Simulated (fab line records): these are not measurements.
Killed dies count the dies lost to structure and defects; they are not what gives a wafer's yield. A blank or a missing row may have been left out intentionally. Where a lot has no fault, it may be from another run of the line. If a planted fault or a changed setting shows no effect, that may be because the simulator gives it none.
Split-lot trial ; flow berkeleyCmos170 ; 5 lots, 23 wafers read, on a route of 331 steps

## SPLIT DETAILS
At UCB170_CONTACT_CVD_01 (deposits PSG from SiH4/O2/PH3, target thk 700 nm, time 2820 s), the setting o2FlowSccm was moved away from the recipe's 90 sccm on 15 of the 23 wafers read, by -11.3% to +7.5%. The other wafers ran this setting at the recipe's value.

The file shows no step between the split and the reading.

## THE READING
CONTACT_PSG_THK at UCB170_CONTACT_THK_MEAS_02, in nm. On this fab line, fault-free wafers typically give 699 nm with a standard deviation of 7.2 nm.

wafer;tool, chamber at the split;o2FlowSccm as run, sccm;against the recipe;CONTACT_PSG_THK, nm;against lot-mates on the recipe
L075.1;-, -;95.03;+5.6%;712;no lot-mate on the recipe
L075.2;-, -;95.03;+5.6%;718;no lot-mate on the recipe
L075.4;-, -;95.03;+5.6%;716;no lot-mate on the recipe
L075.5;-, -;95.03;+5.6%;723;no lot-mate on the recipe
L075.6;-, -;95.03;+5.6%;723;no lot-mate on the recipe
L078.1;-, -;90;recipe;690;-
L078.3;-, -;90;recipe;689;-
L078.4;-, -;90;recipe;697;-
L078.5;-, -;90;recipe;698;-
L078.6;-, -;90;recipe;690;-
L080.1;-, -;96.76;+7.5%;712;no lot-mate on the recipe
L080.2;-, -;96.76;+7.5%;722;no lot-mate on the recipe
L080.4;-, -;96.76;+7.5%;723;no lot-mate on the recipe
L080.5;-, -;96.76;+7.5%;716;no lot-mate on the recipe
L080.6;-, -;96.76;+7.5%;719;no lot-mate on the recipe
L083.3;lpcvd-01, 0;90;recipe;698;-
L083.4;lpcvd-01, 0;90;recipe;700;-
L083.5;lpcvd-01, 0;90;recipe;698;-
L084.1;-, -;79.79;-11.3%;658;no lot-mate on the recipe
L084.2;-, -;79.79;-11.3%;660;no lot-mate on the recipe
L084.3;-, -;79.79;-11.3%;655;no lot-mate on the recipe
L084.5;-, -;79.79;-11.3%;656;no lot-mate on the recipe
L084.6;-, -;79.79;-11.3%;648;no lot-mate on the recipe

FIT RESULTS
A straight line over all 23 wafers: CONTACT_PSG_THK changes by +3.49 nm for each +1% of o2FlowSccm; r = +0.98; the points scatter about the line by 4.9 nm.
Too few moved wafers have a lot-mate on the recipe to fit a line with each lot's own level taken away.

## THE WHOLE CHAIN: every reading that the file lists as answering this split, in the file's order
step;what it does;reading;change (the file's fit);r (the file's)
UCB170_CONTACT_CVD_01;deposits PSG from SiH4/O2/PH3, target thk 700 nm, time 2820 s;PSG_of_CONTACT_CVD_01.thkNm (the simulator's own value, which no gauge read);+3.45 nm for each +1% of the setting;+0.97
UCB170_CONTACT_THK_MEAS_02;;CONTACT_PSG_THK;+3.48 for each +1% of the setting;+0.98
UCB170_CONTACT_ETCH_18;etches PSG in CHF3/CF4/Ar, stops on TiSi2, target depth 840 nm, time 195 s;etch.depthNm (the simulator's own value, which no gauge read);+3.43 nm for each +1% of the setting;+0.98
UCB170_CONTACT_ETCH_18;etches PSG in CHF3/CF4/Ar, stops on TiSi2, target depth 840 nm, time 195 s;CONTACT.featureDepthNm (the simulator's own value, which no gauge read);+3.47 nm for each +1% of the setting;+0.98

## FILE'S OWN FIT
CONTACT_PSG_THK changes by +3.48 nm for each +1% of o2FlowSccm, r = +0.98.
